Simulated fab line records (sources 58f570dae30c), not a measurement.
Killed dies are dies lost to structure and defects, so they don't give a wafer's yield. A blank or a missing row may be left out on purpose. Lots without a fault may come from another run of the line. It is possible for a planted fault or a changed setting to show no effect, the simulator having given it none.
The tool behind it: which one? | flow berkeleyCmos170 | at 1 step of a route of 331, 14 lots with 42 wafers sampled

WHAT EACH GAUGE READ, for each wafer
UCB170_M2_CD_MEAS_15: target cd 700 nm.
lot  | measured     | on       | cdNm (nm)
L762 | day 8 08:25  | cdSem-01 | 699.2 699.8 699.9
L764 | day 8 09:03  | cdSem-02 | 698.9 698.6 696.8
L766 | day 8 14:13  | cdSem-01 | 700.5 700.0 700.0
L767 | day 8 19:47  | cdSem-02 | 701.4 701.0 701.5
L768 | day 9 07:37  | cdSem-02 | 703.2 702.1 701.9
L770 | day 9 08:14  | cdSem-01 | 699.6 701.0 697.7
L772 | day 9 16:16  | cdSem-02 | 698.4 698.9 699.1
L775 | day 10 04:58 | cdSem-01 | 698.7 697.9 697.4
L777 | day 10 18:08 | cdSem-01 | 698.2 697.8 697.3
L781 | day 11 17:33 | cdSem-01 | 697.9 697.9 697.9
L780 | day 11 19:28 | cdSem-02 | 698.6 698.1 698.8
L783 | day 12 02:02 | cdSem-01 | 697.4 699.0 698.7
L782 | day 12 02:14 | cdSem-02 | 698.0 697.1 699.9
L784 | day 12 10:02 | cdSem-01 | 701.0 699.6 700.5

WHICH TOOL RAN EACH LOT (tool, then ch and the chambers of the sampled wafers, then the start)
There is no process step in the record ahead of these readings.

WHAT THE TOOLS THEMSELVES READ (means of the sampled wafers that have a number; where no wafer has one, the mark that the record gives instead)
The record holds no such reading with a usual standard deviation.

THE ANSWER, worked out from the rows above alone
Rule: the lots themselves supply what counts as usual. Put in order of their means at a reading, lots are off if they are a third of the lots or fewer, leave a main group of 4 or more, and stand apart from it by a gap of 3 or more times the standard deviation of the main group's means; of several such gaps the widest counts. Not used: any main group whose means are identical at the precision the tables above print for the reading. Also off: a lot with no number at a reading for which 4 or more lots have one. Any other lot the step has rows for is counted as sound. Order of review: gauges by route order, followed by the tools' own readings, for which a lot's mean as printed above is used. The first step at which some lot is off is used, and at that step the reading that is off furthest; a lot without a number counts as furthest.
Nothing can be told from this: no lot is off at any reading shown.

WHAT THE SIMULATOR HAD INSERTED
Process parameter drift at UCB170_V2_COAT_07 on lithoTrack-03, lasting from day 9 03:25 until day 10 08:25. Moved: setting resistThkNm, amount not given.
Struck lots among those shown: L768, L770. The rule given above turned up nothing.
